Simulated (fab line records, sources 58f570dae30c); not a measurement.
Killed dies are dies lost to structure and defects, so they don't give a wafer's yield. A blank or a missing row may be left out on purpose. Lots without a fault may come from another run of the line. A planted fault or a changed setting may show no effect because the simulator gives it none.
A struck lot beside a sound one | flow berkeley_cmos170 | 41 steps out of a route of 331
Sound: wafers L790.1, L790.4, L790.5. Struck: wafers L789.4, L789.5, L789.6. The cause comes at the end.
At each step with rows: each side's tool, then ch and its chambers, then its first start. Under that, the readings that differ: sound wafers | struck wafers | difference of the means | sigmas: that difference in standard deviations of wafers without a fault.
alike: readings whose means differ by less than 2 such deviations, and words and numbers that are the same on both sides. not compared: withheld readings, readings that some wafer has no value for, bounds like >300 that may hide the same value, and numbers for which the record gives no deviation and whose values overlap.
The two part at a step that has a row with sigmas, a row that says differs or no value, or rows on one side only. Numbers that don't overlap but have no deviation are shown without sigmas and don't part them. A reading that every wafer of one side lacks parts them only if that side has two wafers or more.

first, 2 steps without rows for these wafers: UCB170_PFIELD_PEB_04; UCB170_PFIELD_DEVELOP_05 (develop time 45 s).
UCB170_PFIELD_OVL_MEAS_06:
  sound on overlay-01, day 7 18:59; struck on overlay-02, day 7 07:07
  alike: PFIELD_OVL
then, 1 step without rows for these wafers: UCB170_PFIELD_IMPLANT_07.
UCB170_PFIELD_STRIP_08: strips in O2.
  sound on plasma_asher-03 ch 0,1, day 7 19:10; struck on plasma_asher-02 ch 0,1, day 7 07:19
  alike: drypump_motor_current_A, oes_product_au, strip_time_to_endpoint_s
  not compared: rf_hours_counter_h
UCB170_PFIELD_TW_MEAS_09:
  sound on film_metro-03, day 7 19:16; struck on film_metro-04, day 7 07:25
  alike: PFIELD_TW
then, 2 steps without rows for these wafers: UCB170_FIELD_CLEAN_00 (cleans in dHF, time 7.5 s); UCB170_FIELD_OXIDATION_01 (target thk 558.3 nm, ox time 7200 s).
UCB170_FIELD_THK_MEAS_02:
  sound on film_metro-01, day 8 00:05; struck on film_metro-04, day 7 13:44
  alike: FIELD_OXIDE_THK
then, 3 steps without rows for these wafers: UCB170_FIELD_ANNEAL_03 (time 1200 s); UCB170_FIELD_WET_ETCH_04 (etches SiO2 in dHF, time 60 s); UCB170_FIELD_WET_ETCH_05 (etches Si3N4 in H3PO4, time 12600 s).
UCB170_FIELD_WET_ETCH_06: etches SiO2 in BOE, time 22.83 s.
  sound on wet_bench-01 ch 3, day 8 08:33; struck on wet_bench-01 ch 1, day 7 22:11
  no value came back on the struck wafers for bath_heat_duty_pct (%), run_length_s (s), temp_c (C); on the sound wafers bath_heat_duty_pct (%) reads 6.6 7.2 6.9
  reading                                       | sound             | struck            | difference | sigmas
  model.SiO2_of_FIELD_OXIDATION_01.thk_nm (nm)  | 439.1 438.6 445.2 | 493.5 500.2 495.5 | +55.4      |
  model.SiO2_of_ACTIVE_OXIDATION_02.thk_nm (nm) | 0 0 0             | 20.93 21.11 20.84 | +20.96     |
UCB170_FIELD_THK_MEAS_90:
  sound on film_metro-02, day 8 08:34; struck on film_metro-04, day 7 22:14
  reading                     | sound       | struck      | difference | sigmas
  FIELD_OXIDE_LEFT_1_THK (nm) | 439 438 445 | 494 500 496 | +56        | +4
then, 11 steps without rows for these wafers: UCB170_SACOX_CLEAN_00 (cleans in dHF, time 7.5 s); UCB170_SACOX_OXIDATION_01 (target thk 14.4 nm, ox time 2400 s); UCB170_SCREENOX_WET_ETCH_00 (etches SiO2 in dHF, time 200 s); UCB170_SCREENOX_OXIDATION_01 (target thk 14.4 nm, ox time 2368 s); UCB170_SCREENOX_ANNEAL_03 (time 900 s); UCB170_NVT_HMDS_00 (prime time 60 s); UCB170_NVT_COAT_01 (resist thk 900 nm); UCB170_NVT_SOFTBAKE_02 (time 60 s); UCB170_NVT_EXPOSE_03 (exposes mask PWELL, target cd 3000 nm); UCB170_NVT_PEB_04; UCB170_NVT_DEVELOP_05 (develop time 45 s).
UCB170_NVT_OVL_MEAS_06:
  sound on overlay-01, day 8 21:18; struck on overlay-01, day 8 10:37
  reading      | sound | struck     | difference | sigmas
  NVT_OVL (nm) | 4 0 6 | -12 -7 -11 | -13        | -2
then, 1 step without rows for these wafers: UCB170_NVT_IMPLANT_07.
UCB170_NVT_STRIP_08: strips in O2.
  sound on plasma_asher-04 ch 0, day 8 21:29; struck on plasma_asher-02 ch 0,1, day 8 10:49
  alike: drypump_motor_current_A, oes_product_au, strip_time_to_endpoint_s
  not compared: rf_hours_counter_h
UCB170_NVT_TW_MEAS_09:
  sound on film_metro-03, day 8 21:35; struck on film_metro-02, day 8 10:55
  reading | sound       | struck      | difference | sigmas
  NVT_TW  | 521 520 522 | 528 531 527 | +8         | +2
then, 7 steps without rows for these wafers: UCB170_NVT_CLEAN_10 (cleans in SPM, time 600 s); UCB170_PVT_HMDS_00 (prime time 60 s); UCB170_PVT_COAT_01 (resist thk 900 nm); UCB170_PVT_SOFTBAKE_02 (time 60 s); UCB170_PVT_EXPOSE_03 (exposes mask NWELL, target cd 3000 nm); UCB170_PVT_PEB_04; UCB170_PVT_DEVELOP_05 (develop time 45 s).
UCB170_PVT_OVL_MEAS_06:
  sound on overlay-02, day 8 23:01; struck on overlay-01, day 8 13:24
  alike: PVT_OVL
then, 1 step without rows for these wafers: UCB170_PVT_IMPLANT_07.
UCB170_PVT_STRIP_08: strips in O2.
  sound on plasma_asher-03 ch 0,1, day 8 23:12; struck on plasma_asher-02 ch 0,1, day 8 13:37
  alike: drypump_motor_current_A, oes_product_au, strip_time_to_endpoint_s
  not compared: rf_hours_counter_h
UCB170_PVT_TW_MEAS_09:
  sound on film_metro-01, day 8 23:18; struck on film_metro-02, day 8 13:42
  alike: PVT_TW
UCB170_FIELD_THK_MEAS_91:
  sound on film_metro-02, day 8 23:25; struck on film_metro-02, day 8 13:50
  reading                     | sound       | struck      | difference | sigmas
  FIELD_OXIDE_LEFT_2_THK (nm) | 350 351 357 | 405 412 408 | +56        | +4

WHERE THEY PART
First at UCB170_FIELD_WET_ETCH_06; last, within this record, at UCB170_FIELD_THK_MEAS_91.

WHY: what the simulator had put in
Skipped step whole: wet_bench-01, from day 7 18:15 on, at UCB170_FIELD_WET_ETCH_06. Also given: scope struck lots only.
